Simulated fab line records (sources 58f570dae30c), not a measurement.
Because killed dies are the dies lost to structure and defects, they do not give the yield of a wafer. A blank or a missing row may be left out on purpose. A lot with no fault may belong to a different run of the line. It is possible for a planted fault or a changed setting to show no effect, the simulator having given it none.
Which tool was responsible? / flow berkeleyCmos170 / 15 lots with 45 wafers sampled at 2 steps, on a route of 331 steps

== WHAT THE GAUGES READ, wafer by wafer ==
UCB170_M3_CD_MEAS_15 targets a cd of 700 nm.
lot=L339; measured=day 7 18:07; on=cdSem-01; cdNm (nm)=698.8 700.3 698.9
lot=L340; measured=day 8 03:34; on=cdSem-02; cdNm (nm)=700.0 699.5 698.1
lot=L343; measured=day 8 14:29; on=cdSem-01; cdNm (nm)=701.2 701.8 700.7
lot=L341; measured=day 8 20:09; on=cdSem-01; cdNm (nm)=700.7 700.9 703.3
lot=L342; measured=day 9 00:43; on=cdSem-01; cdNm (nm)=699.3 699.2 698.4
lot=L345; measured=day 9 01:20; on=cdSem-01; cdNm (nm)=702.0 700.1 702.1
lot=L347; measured=day 9 19:29; on=cdSem-01; cdNm (nm)=696.8 698.0 698.3
lot=L352; measured=day 10 07:07; on=cdSem-01; cdNm (nm)=661.2 661.6 660.7
lot=L350; measured=day 10 08:34; on=cdSem-01; cdNm (nm)=670.2 669.5 671.4
lot=L353; measured=day 10 17:22; on=cdSem-02; cdNm (nm)=674.9 675.7 677.4
lot=L355; measured=day 10 19:45; on=cdSem-02; cdNm (nm)=700.4 701.8 700.5
lot=L356; measured=day 11 07:28; on=cdSem-01; cdNm (nm)=700.2 700.4 698.7
lot=L357; measured=day 11 07:52; on=cdSem-01; cdNm (nm)=700.2 699.1 700.3
lot=L359; measured=day 11 21:18; on=cdSem-02; cdNm (nm)=702.6 701.8 702.7
lot=L360; measured=day 12 03:41; on=cdSem-01; cdNm (nm)=698.3 699.0 698.7

== TOOL THAT RAN EACH LOT (tool first, then ch and the chambers of the sampled wafers, then the start) ==
lot=L339; UCB170_M3_SOFTBAKE_11=lithoTrack-02 ch 0, day 7 17:00
lot=L340; UCB170_M3_SOFTBAKE_11=lithoTrack-03 ch 0, day 8 02:00
lot=L343; UCB170_M3_SOFTBAKE_11=lithoTrack-01 ch 0, day 8 13:00
lot=L341; UCB170_M3_SOFTBAKE_11=lithoTrack-03 ch 0, day 8 19:00
lot=L342; UCB170_M3_SOFTBAKE_11=lithoTrack-02 ch 0, day 9 00:00
lot=L345; UCB170_M3_SOFTBAKE_11=lithoTrack-01 ch 0, day 9 00:00
lot=L347; UCB170_M3_SOFTBAKE_11=lithoTrack-01 ch 0, day 9 18:00
lot=L352; UCB170_M3_SOFTBAKE_11=lithoTrack-01 ch 0, day 10 06:00
lot=L350; UCB170_M3_SOFTBAKE_11=lithoTrack-01 ch 0, day 10 07:00
lot=L353; UCB170_M3_SOFTBAKE_11=lithoTrack-01 ch 0, day 10 16:00
lot=L355; UCB170_M3_SOFTBAKE_11=lithoTrack-03 ch 0, day 10 18:00
lot=L356; UCB170_M3_SOFTBAKE_11=lithoTrack-02 ch 0, day 11 06:00
lot=L357; UCB170_M3_SOFTBAKE_11=lithoTrack-03 ch 0, day 11 07:00
lot=L359; UCB170_M3_SOFTBAKE_11=lithoTrack-02 ch 0, day 11 20:00
lot=L360; UCB170_M3_SOFTBAKE_11=lithoTrack-03 ch 0, day 12 02:00
- UCB170_M3_SOFTBAKE_11: time 60 s.

== WHAT THE TOOLS THEMSELVES READ (means of the sampled wafers that have a number; where no wafer has one, the mark that the record gives instead) ==
UCB170_M3_SOFTBAKE_11.
lot=L339; tool=lithoTrack-02; heaterPowerTotalW (W)=56.82; plateTempC (C)=129.98
lot=L340; tool=lithoTrack-03; heaterPowerTotalW (W)=56.74; plateTempC (C)=129.99
lot=L343; tool=lithoTrack-01; heaterPowerTotalW (W)=56.82; plateTempC (C)=129.96
lot=L341; tool=lithoTrack-03; heaterPowerTotalW (W)=56.75; plateTempC (C)=130.14
lot=L342; tool=lithoTrack-02; heaterPowerTotalW (W)=56.80; plateTempC (C)=129.92
lot=L345; tool=lithoTrack-01; heaterPowerTotalW (W)=56.83; plateTempC (C)=130.00
lot=L347; tool=lithoTrack-01; heaterPowerTotalW (W)=56.76; plateTempC (C)=129.96
lot=L352; tool=lithoTrack-01; heaterPowerTotalW (W)=63.91; plateTempC (C)=142.48
lot=L350; tool=lithoTrack-01; heaterPowerTotalW (W)=63.93; plateTempC (C)=142.47
lot=L353; tool=lithoTrack-01; heaterPowerTotalW (W)=63.95; plateTempC (C)=142.27
lot=L355; tool=lithoTrack-03; heaterPowerTotalW (W)=56.76; plateTempC (C)=130.03
lot=L356; tool=lithoTrack-02; heaterPowerTotalW (W)=56.85; plateTempC (C)=129.85
lot=L357; tool=lithoTrack-03; heaterPowerTotalW (W)=56.84; plateTempC (C)=130.11
lot=L359; tool=lithoTrack-02; heaterPowerTotalW (W)=56.84; plateTempC (C)=130.01
lot=L360; tool=lithoTrack-03; heaterPowerTotalW (W)=56.80; plateTempC (C)=130.06

== THE ANSWER, worked out from the rows above alone ==
Rule: what is usual is taken from the lots themselves. The widest of any qualifying gaps counts: lots, ordered by their means at a reading, are off when they make up no more than a third of the lots, leave a main group of 4 or more, and stand apart from it by 3 or more times the standard deviation of that group's means. A main group is skipped when, at the precision printed for the reading in the tables above, its means are all equal. Also off: a lot with no number at a reading for which 4 or more lots have one. All remaining lots with rows at the step are treated as sound. After the gauges, taken in route order, come the tools' own readings; for these a lot's mean is taken, as printed above. The first step at which some lot is off is used, and at that step the reading that is off furthest; a lot without a number counts as furthest.
Off: L352, L350, L353, at UCB170_M3_CD_MEAS_15 (cdNm). For the main group the mean is 700.1 nm and the standard deviation 1.3.
If a tool, at a process step before that reading, ran all the lots that are off and no sound lot after the first of them, it fits. Not tried: the gauges at UCB170_M3_CD_MEAS_15; whatever is off there is also off at UCB170_M3_SOFTBAKE_11, on other tools, and gauge error can't account for it. One fits: lithoTrack-01 at UCB170_M3_SOFTBAKE_11. Its last sound lot is L347 (day 9 18:00), its first lot that is off L352 (day 10 06:00): a fault that began between those two fits.
The tool's own readings at UCB170_M3_SOFTBAKE_11 bear it out: on the lots that are off they differ by more than 5 times the standard deviation of the sound lots' means. heaterPowerTotalW reads 63.93 W there against 56.80 W on the sound lots; plateTempC reads 142.41 C there against 130.00 C on the sound lots.

== WHAT THE SIMULATOR HAD PUT IN ==
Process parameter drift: lithoTrack-01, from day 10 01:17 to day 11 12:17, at UCB170_M3_SOFTBAKE_11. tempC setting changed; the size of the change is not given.
Shown lots that were struck: L352, L350, L353. Same finding as the rule above.
